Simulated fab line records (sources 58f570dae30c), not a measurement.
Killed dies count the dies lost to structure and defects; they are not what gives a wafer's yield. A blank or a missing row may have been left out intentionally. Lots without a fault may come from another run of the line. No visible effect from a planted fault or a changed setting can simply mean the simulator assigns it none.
A struck lot beside a sound one + flow berkeleyCmos170 + 20 steps out of a route of 331
Sound: the wafers L410.3, L410.4, L410.5. The struck wafers were L424.1, L424.3, L424.5. Last of all comes the cause.
Each step with rows lists, per side, the tool, then ch with its chambers, then its first start. Under that, the readings that differ: sound wafers + struck wafers + difference of the means + sigmas: that difference in standard deviations of wafers without a fault.
alike: readings whose means differ by less than 2 such deviations, and words and numbers that are the same on both sides. not compared: withheld readings, readings that some wafer has no value for, bounds like >300 that may hide the same value, and numbers for which the record gives no deviation and whose values overlap.
Wherever a step has rows on one side only, a row that says differs or no value, or a row with sigmas, the two part there. Numbers that have no deviation but don't overlap get no sigmas and don't part them. A reading that every wafer of one side lacks parts them only if that side has two wafers or more.

UCB170_PVT_TW_MEAS_09:
  sound on filmMetro-03 at day 6 04:42; struck on filmMetro-01 at day 9 18:36
  alike: PVT_TW
then, 1 step without rows for these wafers: UCB170_GATE_WET_ETCH_00 (etches SiO2 in dHF, time 200 s).
UCB170_FIELD_THK_MEAS_91:
  sound on filmMetro-01 at day 6 04:49; struck on filmMetro-03 at day 9 18:53
  alike: FIELD_OXIDE_LEFT_2_THK
then, 1 step without rows for these wafers: UCB170_GATE_OXIDATION_01 (target thk 6.6 nm, ox time 1800 s).
UCB170_GATE_THK_MEAS_02:
  sound on filmMetro-01 at day 6 10:17; struck on filmMetro-04 at day 9 20:40
  alike: GATE_OXIDE_THK
then, 2 steps without rows for these wafers: UCB170_GATE_ANNEAL_03 (time 1800 s); UCB170_GATE_CVD_04 (deposits poly-Si from SiH4, time 1440 s, target thk 214 nm).
UCB170_GATE_THK_MEAS_05:
  sound on filmMetro-04 at day 6 18:26; struck on filmMetro-02 at day 10 00:08
  alike: GATE_POLY_THK
then, 4 steps without rows for these wafers: UCB170_GATE_COAT_06; UCB170_GATE_COAT_07 (resist thk 900 nm); UCB170_GATE_SOFTBAKE_08 (time 60 s); UCB170_GATE_EXPOSE_09 (exposes mask POLY, target cd 350 nm).
UCB170_GATE_PEB_10:
  sound on lithoTrack-02 ch 0, day 6 19:46; struck on lithoTrack-02 ch 0, day 10 02:02
then, 1 step without rows for these wafers: UCB170_GATE_DEVELOP_11 (develop time 45 s).
UCB170_GATE_CD_MEAS_12 targets a cd of 350 nm.
  sound on cdSem-01 at day 6 20:02; struck on cdSem-01 at day 10 02:18
| reading   | sound             | struck            | difference | sigmas |
|-----------|-------------------|-------------------|------------|--------|
| cdNm (nm) | 349.1 349.8 350.3 | 329.4 329.6 328.8 | -20.5      | -17    |
UCB170_GATE_OVL_MEAS_13:
  sound on overlay-02 at day 6 20:08; struck on overlay-02 at day 10 02:25
  alike: GATE_OVL
UCB170_GATE_ETCH_14: etches BARC in N2/H2.
  sound on rieDiel-01 ch 0,1,3, day 6 20:09; struck on rieDiel-01 ch 1,2, day 10 02:28
  alike: drypumpMotorCurrentA, oesProductAu, throttleValvePct
UCB170_GATE_ETCH_15: etches poly-Si in HBr/Cl2, stops on SiO2, time 56.3 s, target depth 278.2 nm.
  sound on rieSi-02 ch 0,2,3, day 6 20:12; struck on rieSi-02 ch 1,2,3, day 10 02:30
| reading              | sound           | struck            | difference | sigmas |
|----------------------|-----------------|-------------------|------------|--------|
| model.GATE.cdNm (nm) | 348.6 350 350.4 | 328.6 329.2 328.7 | -20.8      |        |
  alike: drypumpMotorCurrentA, oesProductAu, throttleValvePct
  not compared: rfHoursCounterH
UCB170_GATE_STRIP_16: strips in O2.
  sound on plasmaAsher-04 ch 0,1, day 6 20:17; struck on plasmaAsher-02 ch 1, day 10 02:33
  alike: drypumpMotorCurrentA, oesProductAu
  not compared: rfHoursCounterH
UCB170_M3_PROBE_99:
  record: rows for the struck wafers here (prober-02, day 11 22:05), none for the sound ones

WHERE THEY PART
First at UCB170_GATE_CD_MEAS_12; last, within this record, at UCB170_M3_PROBE_99.

WHY: what the simulator had put in
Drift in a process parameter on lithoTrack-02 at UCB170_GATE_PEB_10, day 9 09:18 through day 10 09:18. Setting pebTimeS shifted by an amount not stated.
